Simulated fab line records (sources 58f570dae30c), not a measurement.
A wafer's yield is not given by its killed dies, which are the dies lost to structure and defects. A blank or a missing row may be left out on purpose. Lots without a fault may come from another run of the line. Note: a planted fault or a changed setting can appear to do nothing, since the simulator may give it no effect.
Which tool was responsible? -- flow berkeley cmos170 -- 14 lots, 42 wafers sampled, at 6 steps of a route of 331

WHAT THE GAUGES SHOWED, per wafer
UCB170_GATE_THK_MEAS_05.
lot,measured,on,GATE_POLY_THK (nm)
L920,day 6 13:15,film metro-04,216.3 216.4 215.5
L921,day 7 13:48,film metro-04,211.8 213.2 213.5
L922,day 7 18:24,film metro-01,213.3 213.5 211.5
L923,day 7 18:28,film metro-01,210.7 207.9 209.3
L926,day 8 17:32,film metro-04,245.5 244.9 246.1 245.4 245.1 246.2
L927,day 8 17:32,film metro-02,245.3 246.2 244.3 245.1 246.1 244.3
L934,day 10 02:44,film metro-01,212.5 213.4 213.3
L935,day 10 02:45,film metro-04,213.7 214.4 215.6
L937,day 10 20:00,film metro-01,211.1 209.2 211.2
L938,day 10 20:00,film metro-04,210.5 211.3 210.9
L940,day 11 06:47,film metro-01,210.9 210.6 209.7
L941,day 11 06:47,film metro-02,212.8 213.2 213.3
L942,day 11 06:43,film metro-01,210.6 209.8 209.9
L943,day 12 02:04,film metro-02,215.0 212.8 214.6

UCB170_PSD_CD_MEAS_06: the cd target is 1200 nm.
lot,measured,on,cd nm (nm)
L920,day 7 03:46,cd sem-01,1199.0 1200.2 1200.2
L921,day 8 01:02,cd sem-01,1200.1 1198.1 1199.9
L922,day 8 08:57,cd sem-01,1200.0 1201.2 1199.9
L923,day 8 09:06,cd sem-02,1200.3 1201.2 1201.8
L926,day 9 07:05,cd sem-02,1200.3 1199.6 1200.2
L927,day 9 06:47,cd sem-01,1198.5 1198.6 1196.5
L934,day 10 17:57,cd sem-02,1201.2 1201.9 1200.3
L935,day 10 17:08,cd sem-01,1200.5 1202.7 1202.2
L937,day 11 08:52,cd sem-02,1201.6 1201.2 1202.0
L938,day 11 09:09,cd sem-01,1201.4 1200.4 1200.2
L940,day 11 20:45,cd sem-02,1200.2 1199.8 1200.2
L941,day 11 20:42,cd sem-01,1201.5 1202.3 1202.9
L942,day 11 20:23,cd sem-01,1199.3 1198.0 1199.7
L943,day 12 16:50,cd sem-01,1199.0 1199.1 1198.2

UCB170_PSD_TW_MEAS_10.
lot,measured,on,PSD_TW
L920,day 7 04:10,film metro-03,2365 2377 2378
L921,day 8 01:26,film metro-02,2294 2290 2293
L922,day 8 09:22,film metro-04,2335 2347 2338
L923,day 8 09:30,film metro-02,2295 2287 2282
L926,day 9 07:37,film metro-02,2298 2301 2294
L927,day 9 07:20,film metro-04,2355 2342 2346
L934,day 10 18:21,film metro-02,2306 2307 2298
L935,day 10 17:32,film metro-04,2332 2327 2341
L937,day 11 09:17,film metro-04,2332 2334 2333
L938,day 11 09:33,film metro-02,2305 2287 2294
L940,day 11 21:10,film metro-04,2327 2331 2327
L941,day 11 21:05,film metro-03,2352 2362 2343
L942,day 11 20:47,film metro-04,2329 2341 2330
L943,day 12 17:13,film metro-03,2358 2360 2350

WHAT TOOL EACH LOT RAN ON (gives the tool, then ch and the chambers of the sampled wafers, and finally the start)
lot,UCB170_GATE_CVD_04,UCB170_GATE_ETCH_15,UCB170_PLDD_STRIP_10
L920,"lpcvd-02 ch 0, day 6 11:47","rie si-02 ch 2,3, day 6 14:55","plasma asher-03 ch 1, day 6 17:29"
L921,"lpcvd-01 ch 1, day 7 12:24","rie si-02 ch 1,2,3, day 7 15:04","plasma asher-02 ch 0,1, day 7 16:59"
L922,"lpcvd-02 ch 1, day 7 17:00","rie si-02 ch 0,1,2, day 7 19:50","plasma asher-02 ch 0,1, day 7 22:04"
L923,"lpcvd-02 ch 1, day 7 17:00","rie si-02 ch 0,1,3, day 7 20:07","plasma asher-01 ch 0,1, day 7 22:16"
L926,"lpcvd-02 ch 1, day 8 16:08","rie si-01 ch 0,3, day 8 23:38","plasma asher-03 ch 0, day 9 01:38"
L927,"lpcvd-02 ch 1, day 8 16:08","rie si-02 ch 0,1,3, day 8 22:38","plasma asher-01 ch 0,1, day 9 00:32"
L934,"lpcvd-01 ch 1, day 10 00:38","rie si-02 ch 1,3, day 10 04:26","plasma asher-03 ch 0,1, day 10 06:45"
L935,"lpcvd-01 ch 1, day 10 00:38","rie si-01 ch 2,3, day 10 04:10","plasma asher-02 ch 0,1, day 10 06:28"
L937,"lpcvd-01 ch 0, day 10 18:36","rie si-02 ch 0,1,3, day 10 21:21","plasma asher-03 ch 0,1, day 10 23:25"
L938,"lpcvd-01 ch 1, day 10 18:36","rie si-01 ch 0,1,3, day 10 21:29","plasma asher-02 ch 1, day 10 23:41"
L940,"lpcvd-01 ch 1, day 11 05:19","rie si-02 ch 1,3, day 11 08:18","plasma asher-03 ch 1, day 11 10:46"
L941,"lpcvd-01 ch 1, day 11 05:19","rie si-01 ch 0,1, day 11 08:04","plasma asher-01 ch 0,1, day 11 10:14"
L942,"lpcvd-01 ch 0, day 11 05:19","rie si-02 ch 0,1,3, day 11 08:01","plasma asher-03 ch 0,1, day 11 10:02"
L943,"lpcvd-01 ch 0, day 12 00:38","rie si-02 ch 0,2, day 12 03:11","plasma asher-01 ch 0,1, day 12 05:25"
- UCB170_GATE_CVD_04: deposits poly-Si from SiH4, time 1440 s, target thk 214 nm.
- UCB170_GATE_ETCH_15: etches poly-Si in HBr/Cl2, stops on SiO2, time 56.3 s, target depth 278.2 nm.
- UCB170_PLDD_STRIP_10: strips in O2.

AS READ BY THE TOOLS THEMSELVES (means over the sampled wafers that have a number; for cases with no such wafer, the mark the record gives instead)
UCB170_GATE_CVD_04.
lot,tool,zone power source pct (%)
L920,lpcvd-02,11.3
L921,lpcvd-01,13.8
L922,lpcvd-02,11.6
L923,lpcvd-02,11.6
L926,lpcvd-02,11.7
L927,lpcvd-02,11.6
L934,lpcvd-01,13.8
L935,lpcvd-01,13.9
L937,lpcvd-01,11.2
L938,lpcvd-01,13.8
L940,lpcvd-01,13.6
L941,lpcvd-01,13.8
L942,lpcvd-01,11.2
L943,lpcvd-01,11.1

UCB170_GATE_ETCH_15.
lot,tool,drypump motor current A (A),oes product au (a.u.),throttle valve pct (%)
L920,rie si-02,5.84,0.853,26.66
L921,rie si-02,5.81,0.834,26.47
L922,rie si-02,5.62,0.831,26.55
L923,rie si-02,5.78,0.804,26.43
L926,rie si-01,5.93,0.915,26.40
L927,rie si-02,5.77,0.902,26.43
L934,rie si-02,5.82,0.826,26.26
L935,rie si-01,5.42,0.829,26.69
L937,rie si-02,5.80,0.818,26.44
L938,rie si-01,5.97,0.835,26.44
L940,rie si-02,5.99,0.821,26.35
L941,rie si-01,5.97,0.843,26.25
L942,rie si-02,5.79,0.811,26.44
L943,rie si-02,5.58,0.828,26.77

UCB170_PLDD_STRIP_10.
lot,tool,drypump motor current A (A),oes product au (a.u.),strip time to endpoint s (s)
L920,plasma asher-03,5.3,0.732,21.62
L921,plasma asher-02,6.3,0.737,21.77
L922,plasma asher-02,6.3,0.736,21.75
L923,plasma asher-01,6.2,0.729,21.66
L926,plasma asher-03,5.8,0.738,21.61
L927,plasma asher-01,6.1,0.736,21.74
L934,plasma asher-03,5.4,0.736,21.60
L935,plasma asher-02,6.3,0.738,21.61
L937,plasma asher-03,5.4,0.731,21.63
L938,plasma asher-02,6.2,0.739,21.54
L940,plasma asher-03,5.2,0.739,21.65
L941,plasma asher-01,6.2,0.739,21.55
L942,plasma asher-03,5.5,0.735,21.57
L943,plasma asher-01,6.2,0.734,21.64

THE ANSWER, worked out from the rows above alone
Rule: the usual values come from the lots themselves. The widest of any qualifying gaps counts: lots, ordered by their means at a reading, are off when they make up no more than a third of the lots, leave a main group of 4 or more, and stand apart from it by 3 or more times the standard deviation of that group's means. A main group is skipped when, at the precision printed for the reading in the tables above, its means are all equal. Also off: a lot with no number at a reading for which 4 or more lots have one. Where the step has rows for the other lots, those lots are counted as sound. The gauges are gone through in route order, then the tools' own readings, and for those a lot's mean is taken as printed above. The first step at which some lot is off is used, and at that step the reading that is off furthest; a lot without a number counts as furthest.
Off: L926, L927, seen at UCB170_GATE_THK_MEAS_05 (GATE_POLY_THK). Mean 212.3 nm and standard deviation 2 in the main group.
If a tool, at a process step before that reading, ran all the lots that are off and no sound lot after the first of them, it fits. Not tried: the gauges at UCB170_GATE_THK_MEAS_05; whatever is off there is also off at UCB170_GATE_ETCH_15, on other tools, and gauge error can't account for it. One fits: lpcvd-02 at UCB170_GATE_CVD_04. A fault onset in the window from L922 (day 7 17:00, its last sound lot) to L926 (day 8 16:08, its first lot off) fits.

WHAT THE SIMULATOR HAD PUT IN
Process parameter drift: lpcvd-02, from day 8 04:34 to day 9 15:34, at UCB170_GATE_CVD_04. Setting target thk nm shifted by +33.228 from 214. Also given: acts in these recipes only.
Struck lots among those shown: L926, L927. The rule above reached the same finding.
